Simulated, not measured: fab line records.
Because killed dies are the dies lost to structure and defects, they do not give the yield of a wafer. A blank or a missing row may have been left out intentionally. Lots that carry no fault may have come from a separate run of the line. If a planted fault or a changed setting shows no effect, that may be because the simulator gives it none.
fab line records    flow berkeleyCmos170
record lots=5  wafers=23
route steps=331 shown ZERO@7 NWELL@21 PWELL@45 ACTIVE@68 FIELD@90 SCREENOX@101 PVT@122 GATE@125
startH: the number of hours between the record's first day and the start of the first shown wafer of the lot    waitH: hours since the lot's step before    " the same as in the row above    L1.1+2: a single row standing in for several wafers    - no value present, or no start provided    * or withheld: withheld    < > ~ a bound
route shown NAME@n: a module of which the file shows steps, and the number in the route of the first    usual: average and standard deviation across the fault-free wafers    same: alike in all rows    chamber/n: place in a boat    sites: per-site readings    _std_site: standard deviation of those values    _edge_site: the outer-site mean with the inner-site mean subtracted    radiusMm: how far each site lies from the wafer's centre    mask NAME#n: copy n    behind: tool/chamber where the wafer was last shaped    hold: what put the lot on hold/how long, in hours/how the hold closed    device: which transistor (n, p or np) failed to switch    end of line: the same wafers' tests at the end of the route    a step without rows: its recipe alone    killed: not the wafer's yield, but the dies lost to structure and defects at the first sort    map: the dies of a wafer, with x for killed, . for not killed, _ for no die there
set.NAME: the setting as run; set.NAME@STEP: as run at that earlier step    model.NAME: the simulator's own value behind a step, which no gauge read
lots run with intentionally changed settings; tables by step, rows by wafer
## steps
# step UCB170_ZERO_COAT_01
# recipe resist=KrF  spinRpm=1500  resistThkNm=900
lot.wafer  tool           chamber  startH  waitH  set.resistThkNm  model.KrF_of_ZERO_COAT_01.thkNm
L074.1     lithoTrack-04  0        21.27   0.1    900              900.3
L074.2     "              0        "       "      900              899.3
L074.6     "              0        "       "      900              899.1
L076.2     lithoTrack-02  0        28.47   0.1    900              900.9
L076.3     "              0        "       "      883.4            883
L076.4     "              0        "       "      900              899.8
L076.5     "              0        "       "      900              902.3
L076.6     "              0        "       "      883.4            885.9
L078.1     lithoTrack-01  0        43.07   0.1    939              940.7
L078.2     "              0        "       "      900              901.3
L078.4     "              0        "       "      900              899.9
L078.5     "              0        "       "      900              902.3
L078.6     "              0        "       "      939              937.9
L082.1     lithoTrack-04  0        60.98   0.1    900              895.2
L082.3     "              0        "       "      900              893
L082.4     "              0        "       "      856.1            852.7
L082.5     "              0        "       "      856.1            851
L082.6     "              0        "       "      900              896
L083.1     lithoTrack-02  0        65.36   0.1    886.2            887.5
L083.2     "              0        "       "      900              899.2
L083.4     "              0        "       "      900              899.7
L083.5     "              0        "       "      886.2            886.6
L083.6     "              0        "       "      900              902.9
# step UCB170_ZERO_SOFTBAKE_02
# recipe resist=KrF  tempC=130  timeS=60
# step UCB170_ZERO_EXPOSE_03
# recipe maskId=PM_MARKS  na=0.5  sigmaOuter=0.6  sourceShape=conventional  targetCdNm=4000  doseMj=30
# step UCB170_ZERO_DEVELOP_05
# recipe developer=TMAH  developTimeS=45  resist=KrF  devTempC=21
# step UCB170_ZERO_ETCH_06
# recipe chemistry=CHF3/CF4/Ar  target=SiO2  timeS=12  pressureMtorr=100  rfW=500  CHF3_flow_sccm=50  cf4FlowSccm=10  Ar_flow_sccm=120  overEtchFrac=1.58
# step UCB170_ZERO_STRIP_07
# recipe chemistry=O2  powerW=400  pressureMtorr=3500  platenTempC=withheld  o2FlowSccm=400  overashFraction=0.5
# usual stripTimeToEndpointS=21.46/0.059
lot.wafer  tool            chamber  startH  waitH  set.resistThkNm@ZERO_COAT_01  stripTimeToEndpointS
L074.1     plasmaAsher-03  0        22.12   0.0    900                           21.50
L074.2     "               1        "       "      900                           21.47
L074.6     "               1        "       "      900                           21.46
L076.2     plasmaAsher-04  1        29.70   0.0    900                           21.51
L076.3     "               1        "       "      883.4                         21.06
L076.4     "               0        "       "      900                           21.47
L076.5     "               0        "       "      900                           21.55
L076.6     "               1        "       "      883.4                         21.14
L078.1     plasmaAsher-03  0        44.05   0.0    939                           22.48
L078.2     "               1        "       "      900                           21.50
L078.4     "               0        "       "      900                           21.50
L078.5     "               1        "       "      900                           21.55
L078.6     "               0        "       "      939                           22.38
L082.1     plasmaAsher-04  1        62.51   0.0    900                           21.36
L082.3     "               1        "       "      900                           21.30
L082.4     "               0        "       "      856.1                         20.33
L082.5     "               0        "       "      856.1                         20.30
L082.6     "               1        "       "      900                           21.38
L083.1     plasmaAsher-01  0        66.41   0.0    886.2                         21.18
L083.2     "               1        "       "      900                           21.44
L083.4     "               0        "       "      900                           21.46
L083.5     "               0        "       "      886.2                         21.17
L083.6     "               1        "       "      900                           21.56
# step UCB170_NWELL_COAT_07
# recipe resist=KrF  spinRpm=1500  resistThkNm=900
lot.wafer  tool           chamber  startH  waitH  set.spinRpm  model.KrF_of_NWELL_COAT_07.thkNm
L074.1     lithoTrack-03  0        33.66   0.1    1500         900.9
L074.2     "              0        "       "      1500         901.1
L074.6     "              0        "       "      1500         900.6
L076.2     lithoTrack-01  0        45.32   0.1    1557         879.9
L076.3     "              0        "       "      1500         894.5
L076.4     "              0        "       "      1500         898.5
L076.5     "              0        "       "      1557         879.2
L076.6     "              0        "       "      1500         895.9
L078.1     lithoTrack-03  0        55.63   0.1    1449         916.3
L078.2     "              0        "       "      1500         902.2
L078.4     "              0        "       "      1500         900.2
L078.5     "              0        "       "      1449         914.5
L078.6     "              0        "       "      1500         897.9
L082.1     lithoTrack-04  0        75.60   0.1    1500         898.3
L082.3     "              0        "       "      1500         898.7
L082.4     "              0        "       "      1553         882
L082.5     "              0        "       "      1500         900.5
L082.6     "              0        "       "      1553         882.2
L083.1     lithoTrack-01  0        81.93   0.1    1500         898.8
L083.2     "              0        "       "      1392         933.4
L083.4     "              0        "       "      1500         899.2
L083.5     "              0        "       "      1500         903.3
L083.6     "              0        "       "      1392         934.4
# step UCB170_NWELL_DEVELOP_11
# recipe developer=TMAH  developTimeS=45  resist=KrF  devTempC=21
lot.wafer       tool           chamber  startH  waitH  set.devTempC
L074.1+2+6      lithoTrack-03  0        -       -      21
L076.2+3+4+5+6  lithoTrack-03  0        -       -      21
L078.1+2+4      lithoTrack-03  0        -       -      21
L078.5+6        "              0        "       "      18.17
L082.1+4        lithoTrack-03  0        -       -      23.63
L082.3+5+6      "              0        "       "      21
L083.1+6        lithoTrack-01  0        -       -      19.28
L083.2+4+5      "              0        "       "      21
# step UCB170_NWELL_ETCH_13
# recipe chemistry=CH3F/Ar/O2  target=Si3N4  stopOn=SiO2  CH3F_flow_sccm=20  Ar_flow_sccm=50  O2_flow_sccm=7  pressureMtorr=50  rfW=450  targetDepthA=2464  overEtchFrac=0.1  timeS=154
lot.wafer  tool        chamber  startH  waitH  set.spinRpm@NWELL_COAT_07  model.KrF_of_NWELL_COAT_07.thkNm
L074.1     rieDiel-03  0        35.00   0.0    1500                       722
L074.2     "           2        "       "      1500                       722.7
L074.6     "           2        "       "      1500                       722.3
L076.2     rieDiel-02  2        46.62   0.0    1557                       700.7
L076.3     "           1        "       "      1500                       719.3
L076.4     "           0        "       "      1500                       716.1
L076.5     "           3        "       "      1557                       703.8
L076.6     "           0        "       "      1500                       715.2
L078.1     rieDiel-01  3        57.14   0.0    1449                       734.1
L078.2     "           0        "       "      1500                       721.3
L078.4     "           2        "       "      1500                       717.5
L078.5     "           2        "       "      1449                       732.7
L078.6     "           1        "       "      1500                       719.1
L082.1     rieDiel-02  2        76.84   0.0    1500                       719.3
L082.3     "           3        "       "      1500                       721.5
L082.4     "           1        "       "      1553                       702.9
L082.5     "           2        "       "      1500                       719.7
L082.6     "           3        "       "      1553                       705.9
L083.1     rieDiel-02  1        82.66   0.0    1500                       722
L083.2     "           0        "       "      1392                       749.6
L083.4     "           3        "       "      1500                       722.2
L083.5     "           1        "       "      1500                       724.9
L083.6     "           2        "       "      1392                       757.2
# step UCB170_NWELL_IMPLANT_14
# recipe species=P  doseCm2=1.018e+13  energyKev=150  tiltDeg=7
# step UCB170_NWELL_STRIP_15
# recipe chemistry=O2  powerW=400  pressureMtorr=3500  platenTempC=withheld  o2FlowSccm=400  overashFraction=0.5
# usual stripTimeToEndpointS=18.01/0.1
lot.wafer  tool            chamber  startH  waitH  set.spinRpm@NWELL_COAT_07  stripTimeToEndpointS
L074.1     plasmaAsher-02  1        35.25   0.1    1500                       18.03
L074.2     "               0        "       "      1500                       18.04
L074.6     "               1        "       "      1500                       18.03
L076.2     plasmaAsher-02  1        46.87   0.1    1557                       17.52
L076.3     "               1        "       "      1500                       17.96
L076.4     "               0        "       "      1500                       17.88
L076.5     "               1        "       "      1557                       17.59
L076.6     "               0        "       "      1500                       17.87
L078.1     plasmaAsher-04  1        57.39   0.1    1449                       18.30
L078.2     "               0        "       "      1500                       18.02
L078.4     "               0        "       "      1500                       17.93
L078.5     "               0        "       "      1449                       18.28
L078.6     "               1        "       "      1500                       17.96
L082.1     plasmaAsher-02  1        77.10   0.1    1500                       17.97
L082.3     "               1        "       "      1500                       18.00
L082.4     "               0        "       "      1553                       17.58
L082.5     "               1        "       "      1500                       17.98
L082.6     "               0        "       "      1553                       17.65
L083.1     plasmaAsher-04  0        82.91   0.1    1500                       18.03
L083.2     "               1        "       "      1392                       18.71
L083.4     "               1        "       "      1500                       18.03
L083.5     "               1        "       "      1500                       18.11
L083.6     "               0        "       "      1392                       18.86
# step UCB170_PWELL_PEB_11
# recipe pebTempC=130  pebTimeS=withheld  resist=KrF
lot.wafer   tool           chamber  startH  waitH  set.pebTempC
L074.1+2+6  lithoTrack-02  0        54.37   0.2    130
L076.2+4    lithoTrack-02  0        64.96   0.3    130
L076.3+5+6  "              0        "       "      127.8
L078.1+4+5  lithoTrack-03  0        76.26   0.3    130
L078.2+6    "              0        "       "      128.9
L082.1+6    lithoTrack-02  0        94.45   0.1    132.6
L082.3+4+5  "              0        "       "      130
L083.1+5+6  lithoTrack-03  0        -       -      130
L083.2+4    "              0        "       "      127.7
# step UCB170_PWELL_DEVELOP_12
# recipe developer=TMAH  developTimeS=45  resist=KrF  devTempC=21
# step UCB170_PWELL_ETCH_14
# recipe chemistry=CH3F/Ar/O2  target=Si3N4  stopOn=SiO2  CH3F_flow_sccm=20  Ar_flow_sccm=50  O2_flow_sccm=7  pressureMtorr=50  rfW=450  targetDepthA=2420  overEtchFrac=0.1  timeS=151
lot.wafer   tool        chamber  startH  waitH  set.pebTempC@PWELL_PEB_11  model.PWELL.cdNm
L074.1+2    rieDiel-02  1,3      54.68   0.0    130                        3001
L074.6      "           3        "       "      130                        3002
L076.2      rieDiel-03  0        65.24   0.0    130                        3001
L076.3+5+6  "           1,3,0    "       "      127.8                      2984
L076.4      "           3        "       "      130                        3000
L078.1+4+5  rieDiel-03  3,2,2    76.57   0.0    130                        2998
L078.2      "           0        "       "      128.9                      2991
L078.6      "           1        "       "      128.9                      2989
L082.1      rieDiel-03  2        94.76   0.0    132.6                      3016
L082.3+4    "           1,3      "       "      130                        3000
L082.5      "           2        "       "      130                        3002
L082.6      "           1        "       "      132.6                      3017
L083.1      rieDiel-03  1        99.65   0.0    130                        -
L083.2+4    "           0,3      "       "      127.7                      2983
L083.5      "           0        "       "      130                        2999
L083.6      "           3        "       "      130                        3000
# step UCB170_ACTIVE_COAT_08
# recipe resist=KrF  spinRpm=1500  resistThkNm=900
lot.wafer  tool           chamber  startH  waitH  set.spinRpm  model.KrF_of_ACTIVE_COAT_08.thkNm
L074.1+2   lithoTrack-02  0        86.15   0.1    1500         906.1
L074.6     "              0        "       "      1500         905.2
L076.2     lithoTrack-02  0        96.79   0.1    1500         899.6
L076.3     "              0        "       "      1536         889
L076.4     "              0        "       "      1536         893.2
L076.5     "              0        "       "      1500         901.2
L076.6     "              0        "       "      1500         903
L078.1     lithoTrack-02  0        106.71  0.1    1500         899
L078.2     "              0        "       "      1399         929.3
L078.4     "              0        "       "      1399         925.6
L078.5     "              0        "       "      1500         900.2
L078.6     "              0        "       "      1500         899.1
L083.1     lithoTrack-03  0        126.51  0.1    1500         901
L083.2     "              0        "       "      1500         901.5
L083.4     "              0        "       "      1544         885.5
L083.5     "              0        "       "      1544         888.2
L083.6     "              0        "       "      1544         885.7
L082.1     lithoTrack-01  0        126.96  0.1    1464         911.7
L082.3     "              0        "       "      1464         913.6
L082.4     "              0        "       "      1500         900
L082.5     "              0        "       "      1500         904.1
L082.6     "              0        "       "      1500         901.6
# step UCB170_ACTIVE_SOFTBAKE_09
# recipe resist=KrF  tempC=130  timeS=58.88
# step UCB170_ACTIVE_EXPOSE_10
# recipe maskId=ACTIVE  targetCdNm=1200  na=0.5  sigmaOuter=0.6  sourceShape=conventional  doseMj=20
# step UCB170_ACTIVE_ETCH_15
# recipe chemistry=CH3F/Ar/O2  target=Si3N4  stopOn=SiO2  CH3F_flow_sccm=20  Ar_flow_sccm=50  O2_flow_sccm=7  pressureMtorr=50  rfW=450  targetDepthA=2420  overEtchFrac=0.1  timeS=151
lot.wafer  tool        chamber  startH  waitH  set.spinRpm@ACTIVE_COAT_08  model.KrF_of_ACTIVE_COAT_08.thkNm
L074.1     rieDiel-02  2        87.12   0.0    1500                        730.1
L074.2     "           3        "       "      1500                        732.6
L074.6     "           2        "       "      1500                        729.8
L076.2     rieDiel-01  3        97.87   0.0    1500                        719.6
L076.3     "           0        "       "      1536                        710.4
L076.4     "           2        "       "      1536                        716.5
L076.5     "           0        "       "      1500                        723.1
L076.6     "           1        "       "      1500                        725.8
L078.1     rieDiel-04  2        107.80  0.0    1500                        726.8
L078.2     "           0        "       "      1399                        750.5
L078.4     "           3        "       "      1399                        751.6
L078.5     "           3        "       "      1500                        728.3
L078.6     "           0        "       "      1500                        719.1
L083.1     rieDiel-01  0        128.62  0.0    1500                        725.3
L083.2     "           1        "       "      1500                        728.7
L083.4     "           3        "       "      1544                        706.9
L083.5     "           1        "       "      1544                        714.4
L083.6     "           2        "       "      1544                        707.6
L082.1     rieDiel-02  0        128.99  0.0    1464                        732.9
L082.3     "           1        "       "      1464                        737.8
L082.4     "           2        "       "      1500                        723.9
L082.5     "           1        "       "      1500                        731
L082.6     "           0        "       "      1500                        722.3
# step UCB170_ACTIVE_STRIP_16
# recipe chemistry=O2  powerW=400  pressureMtorr=3500  platenTempC=withheld  o2FlowSccm=400  overashFraction=0.5
# usual oesProductAu=0.720/0.0046  stripTimeToEndpointS=18.08/0.089
lot.wafer  tool            chamber  startH  waitH  set.powerW  set.spinRpm@ACTIVE_COAT_08  oesProductAu  stripTimeToEndpointS
L074.1     plasmaAsher-03  1        87.22   0.1    400         1500                        0.717         18.24
L074.2     "               0        "       "      400         1500                        0.716         18.27
L074.6     "               0        "       "      400         1500                        0.713         18.21
L076.2     plasmaAsher-04  0        97.97   0.1    432         1500                        0.752         16.98
L076.3     "               1        "       "      432         1536                        0.753         16.77
L076.4     "               0        "       "      400         1536                        0.721         17.88
L076.5     "               1        "       "      400         1500                        0.723         18.05
L076.6     "               0        "       "      432         1500                        0.747         17.11
L078.1     plasmaAsher-03  1        107.90  0.1    381.1       1500                        0.692         18.81
L078.2     "               0        "       "      381.1       1399                        0.697         19.41
L078.4     "               1        "       "      400         1399                        0.714         18.73
L078.5     "               1        "       "      381.1       1500                        0.702         18.84
L078.6     "               0        "       "      400         1500                        0.725         17.96
L083.1     plasmaAsher-03  1        128.72  0.1    444.6       1500                        0.761         16.74
L083.2     "               0        "       "      400         1500                        0.718         18.19
L083.4     "               0        "       "      444.6       1544                        0.754         16.35
L083.5     "               0        "       "      400         1544                        0.720         17.84
L083.6     "               1        "       "      444.6       1544                        0.754         16.36
L082.1     plasmaAsher-03  0        129.09  0.1    400         1464                        0.721         18.27
L082.3     "               0        "       "      400         1464                        0.728         18.42
L082.4     "               1        "       "      400         1500                        0.718         18.09
L082.5     "               0        "       "      400         1500                        0.717         18.23
L082.6     "               1        "       "      400         1500                        0.720         18.04
# step UCB170_FIELD_OXIDATION_01
# recipe tempC=1000  ambient=H2O  pH2oTorr=584.62  targetThkA=5583  oxTimeS=7200
lot.wafer  tool        chamber  startH  waitH  set.tempC  model.SiO2_of_FIELD_OXIDATION_01.thkNm
L074.1     furnace-02  0        91.70   2.0    1000       565.9
L074.2     "           0        "       "      1000       560
L074.6     "           0        "       "      1000       565.2
L076.2     -           -        -       4.7    983.8      473.7
L076.3     "           -        "       "      983.8      488.9
L076.4     "           -        "       "      983.8      487.2
L076.5     "           -        "       "      983.8      485.2
L076.6     "           -        "       "      983.8      484.2
L078.1     -           -        -       4.1    1026       651.5
L078.2+6   "           -        "       "      1026       651.6
L078.4     "           -        "       "      1026       664.5
L078.5     "           -        "       "      1026       649.2
L082.1     -           -        -       8.4    1021       633.2
L082.3     "           -        "       "      1021       637.2
L082.4     "           -        "       "      1021       636.8
L082.5     "           -        "       "      1021       627.7
L082.6     "           -        "       "      1021       635.4
L083.1     -           -        -       8.5    983.1      506.6
L083.2     "           -        "       "      983.1      505.9
L083.4     "           -        "       "      983.1      515.4
L083.5     "           -        "       "      983.1      515.3
L083.6     "           -        "       "      983.1      512.9
# step UCB170_FIELD_THK_MEAS_02
# recipe reads=SiO2_of_FIELD_OXIDATION_01
# usual FIELD_OXIDE_THK=561/8.6
lot.wafer  tool          chamber  startH  waitH  set.tempC@FIELD_OXIDATION_01  FIELD_OXIDE_THK[nm]
L074.1     filmMetro-01  -        94.70   0.0    1000                          566
L074.2     "             -        "       "      1000                          560
L074.6     "             -        "       "      1000                          565
L076.2     filmMetro-04  -        -       -      983.8                         474
L076.3     "             -        "       "      983.8                         489
L076.4     "             -        "       "      983.8                         487
L076.5     "             -        "       "      983.8                         486
L076.6     "             -        "       "      983.8                         484
L078.1     filmMetro-04  -        -       -      1026                          651
L078.2     "             -        "       "      1026                          651
L078.4     "             -        "       "      1026                          665
L078.5     "             -        "       "      1026                          650
L078.6     "             -        "       "      1026                          652
L082.1     filmMetro-04  -        -       -      1021                          633
L082.3     "             -        "       "      1021                          637
L082.4     "             -        "       "      1021                          637
L082.5     "             -        "       "      1021                          628
L082.6     "             -        "       "      1021                          636
L083.1     filmMetro-01  -        -       -      983.1                         507
L083.2     "             -        "       "      983.1                         506
L083.4     "             -        "       "      983.1                         515
L083.5     "             -        "       "      983.1                         515
L083.6     "             -        "       "      983.1                         513
# step UCB170_FIELD_ANNEAL_03
# recipe tempC=1000  timeS=1200  ambient=N2
# step UCB170_FIELD_WET_ETCH_04
# recipe chemistry=dHF  dilution=10:1  target=SiO2  tempC=25  timeS=60
# step UCB170_FIELD_WET_ETCH_05
# recipe chemistry=H3PO4  target=Si3N4  tempC=160  timeS=12600
# step UCB170_FIELD_WET_ETCH_06
# recipe chemistry=BOE  dilution=5:1  target=SiO2  tempC=25  timeS=22
# step UCB170_FIELD_THK_MEAS_90
# recipe reads=SiO2_of_FIELD_OXIDATION_01
# usual FIELD_OXIDE_LEFT_1_THK=444/8.6
lot.wafer  tool          chamber  startH  waitH  set.tempC@FIELD_OXIDATION_01  FIELD_OXIDE_LEFT_1_THK[nm]
L074.1     filmMetro-04  -        105.72  0.1    1000                          450
L074.2     "             -        "       "      1000                          444
L074.6     "             -        "       "      1000                          450
L076.2     filmMetro-04  -        116.95  0.0    983.8                         357
L076.3     "             -        "       "      983.8                         373
L076.4     "             -        "       "      983.8                         370
L076.5     "             -        "       "      983.8                         369
L076.6     "             -        "       "      983.8                         367
L078.1     filmMetro-04  -        127.72  0.0    1026                          534
L078.2     "             -        "       "      1026                          534
L078.4     "             -        "       "      1026                          546
L078.5     "             -        "       "      1026                          531
L078.6     "             -        "       "      1026                          534
L082.1     filmMetro-02  -        151.19  0.0    1021                          516
L082.3     "             -        "       "      1021                          520
L082.4     "             -        "       "      1021                          520
L082.5     "             -        "       "      1021                          510
L082.6     "             -        "       "      1021                          517
L083.1     filmMetro-02  -        151.25  0.1    983.1                         390
L083.2     "             -        "       "      983.1                         389
L083.4     "             -        "       "      983.1                         399
L083.5     "             -        "       "      983.1                         399
L083.6     "             -        "       "      983.1                         397
# step UCB170_SCREENOX_OXIDATION_01
# recipe tempC=900  ambient=O2  targetThkA=144  oxTimeS=2400
lot.wafer  tool        chamber  startH  waitH  set.oxTimeS  model.SiO2_of_SCREENOX_OXIDATION_01.thkNm
L074.1     furnace-04  0        116.04  3.8    2400         14.57
L074.2     "           0        "       "      2400         14.6
L074.6     "           0        "       "      2400         14.67
L076.2     -           -        -       5.6    2400         14.07
L076.3     "           -        "       "      2400         14.06
L076.4     "           -        "       "      2400         13.88
L076.5     "           -        "       "      2400         14.12
L076.6     "           -        "       "      2400         14.19
L078.1     -           -        -       3.7    2493         15.18
L078.2+4   "           -        "       "      2493         15.05
L078.5     "           -        "       "      2493         15.15
L078.6     "           -        "       "      2493         15.12
L082.1     -           -        -       2.4    2277         13.64
L082.3     "           -        "       "      2277         13.8
L082.4     "           -        "       "      2277         13.83
L082.5     "           -        "       "      2277         13.46
L082.6     "           -        "       "      2277         13.72
L083.1+2   -           -        -       2.4    2493         14.73
L083.4     "           -        "       "      2493         14.67
L083.5     "           -        "       "      2493         14.7
L083.6     "           -        "       "      2493         14.78
# step UCB170_PVT_IMPLANT_07
# recipe species=P  doseCm2=2e+12  energyKev=30  tiltDeg=7
lot.wafer       tool          chamber  startH  waitH  set.doseCm2
L074.1+2+6      implanter-03  0        129.22  0.0    2e+12
L076.2+3+4+5+6  implanter-01  0        142.82  0.0    2e+12
L078.1+2+4+5+6  implanter-04  0        155.57  0.0    2e+12
L082.1+5        implanter-03  0        164.97  0.0    2e+12
L082.3+4+6      "             0        "       "      1.945e+12
L083.1+2+5      implanter-01  0        165.01  0.0    2e+12
L083.4+6        "             0        "       "      2.059e+12
# step UCB170_PVT_STRIP_08
# recipe chemistry=O2  powerW=400  pressureMtorr=3500  platenTempC=withheld  o2FlowSccm=400  overashFraction=0.5
# step UCB170_GATE_WET_ETCH_00
# recipe chemistry=dHF  dilution=25:1  target=SiO2  tempC=25  timeS=200
# step UCB170_FIELD_THK_MEAS_91
# recipe reads=SiO2_of_FIELD_OXIDATION_01
# usual FIELD_OXIDE_LEFT_2_THK=356/8.7
lot.wafer  tool          chamber  startH  waitH  set.tempC@FIELD_OXIDATION_01  FIELD_OXIDE_LEFT_2_THK[nm]
L074.1     filmMetro-02  -        129.60  0.0    1000                          363
L074.2     "             -        "       "      1000                          357
L074.6     "             -        "       "      1000                          362
L076.2     filmMetro-02  -        143.18  0.0    983.8                         268
L076.3     "             -        "       "      983.8                         284
L076.4     "             -        "       "      983.8                         281
L076.5     "             -        "       "      983.8                         280
L076.6     "             -        "       "      983.8                         279
L078.1     filmMetro-02  -        155.95  0.0    1026                          446
L078.2     "             -        "       "      1026                          446
L078.4     "             -        "       "      1026                          459
L078.5     "             -        "       "      1026                          443
L078.6     "             -        "       "      1026                          446
L082.1     filmMetro-04  -        165.51  0.0    1021                          427
L082.3     "             -        "       "      1021                          432
L082.4     "             -        "       "      1021                          431
L082.5     "             -        "       "      1021                          422
L082.6     "             -        "       "      1021                          429
L083.1     filmMetro-02  -        165.51  0.0    983.1                         302
L083.2     "             -        "       "      983.1                         300
L083.4     "             -        "       "      983.1                         310
L083.5     "             -        "       "      983.1                         310
L083.6     "             -        "       "      983.1                         308
## key
split step=UCB170_ZERO_COAT_01  setting=resistThkNm  stated=900  by=wafer
response step=UCB170_ZERO_COAT_01  reading=model.KrF_of_ZERO_COAT_01.thkNm  change=+8.81  per=1%  r=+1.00
response step=UCB170_ZERO_STRIP_07  reading=stripTimeToEndpointS  change=*  per=1%  r=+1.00
split step=UCB170_NWELL_COAT_07  setting=spinRpm  stated=1500  by=wafer
response step=UCB170_NWELL_COAT_07  reading=model.KrF_of_NWELL_COAT_07.thkNm  change=-4.62  per=1%  r=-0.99
response step=UCB170_NWELL_ETCH_13  reading=model.KrF_of_NWELL_COAT_07.thkNm  change=-4.18  per=1%  r=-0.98
response step=UCB170_NWELL_STRIP_15  reading=stripTimeToEndpointS  change=*  per=1%  r=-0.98
split step=UCB170_NWELL_DEVELOP_11  setting=devTempC  stated=21  by=wafer
response none clear
split step=UCB170_PWELL_PEB_11  setting=pebTempC  stated=130  by=wafer
response step=UCB170_PWELL_ETCH_14  reading=model.PWELL.cdNm  change=+8.93  per=1%  r=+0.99
split step=UCB170_ACTIVE_COAT_08  setting=spinRpm  stated=1500  by=wafer
response step=UCB170_ACTIVE_COAT_08  reading=model.KrF_of_ACTIVE_COAT_08.thkNm  change=-4.31  per=1%  r=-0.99
response step=UCB170_ACTIVE_ETCH_15  reading=model.KrF_of_ACTIVE_COAT_08.thkNm  change=-4.18  per=1%  r=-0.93
response step=UCB170_ACTIVE_STRIP_16  reading=stripTimeToEndpointS  slope=*  per=1%  togetherWith=powerW@ACTIVE_STRIP_16  explained=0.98
split step=UCB170_ACTIVE_STRIP_16  setting=powerW  stated=400  by=wafer
response step=UCB170_ACTIVE_STRIP_16  reading=oesProductAu  change=+0.00357  per=1%  r=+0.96
response step=UCB170_ACTIVE_STRIP_16  reading=stripTimeToEndpointS  change=*  per=1%  r=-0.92
split step=UCB170_FIELD_OXIDATION_01  setting=tempC  stated=1000  by=lot
response step=UCB170_FIELD_OXIDATION_01  reading=model.SiO2_of_FIELD_OXIDATION_01.thkNm  change=+36.4  per=1%  r=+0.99
response step=UCB170_FIELD_THK_MEAS_02  reading=FIELD_OXIDE_THK  change=+36.5  per=1%  r=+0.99
response step=UCB170_FIELD_THK_MEAS_90  reading=FIELD_OXIDE_LEFT_1_THK  change=+36.2  per=1%  r=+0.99
response step=UCB170_FIELD_THK_MEAS_91  reading=FIELD_OXIDE_LEFT_2_THK  change=+36.3  per=1%  r=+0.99
split step=UCB170_SCREENOX_OXIDATION_01  setting=oxTimeS  stated=2400  by=lot
response step=UCB170_SCREENOX_OXIDATION_01  reading=model.SiO2_of_SCREENOX_OXIDATION_01.thkNm  change=+0.138  per=1%  r=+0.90
split step=UCB170_PVT_IMPLANT_07  setting=doseCm2  stated=2e+12  by=wafer
response none clear
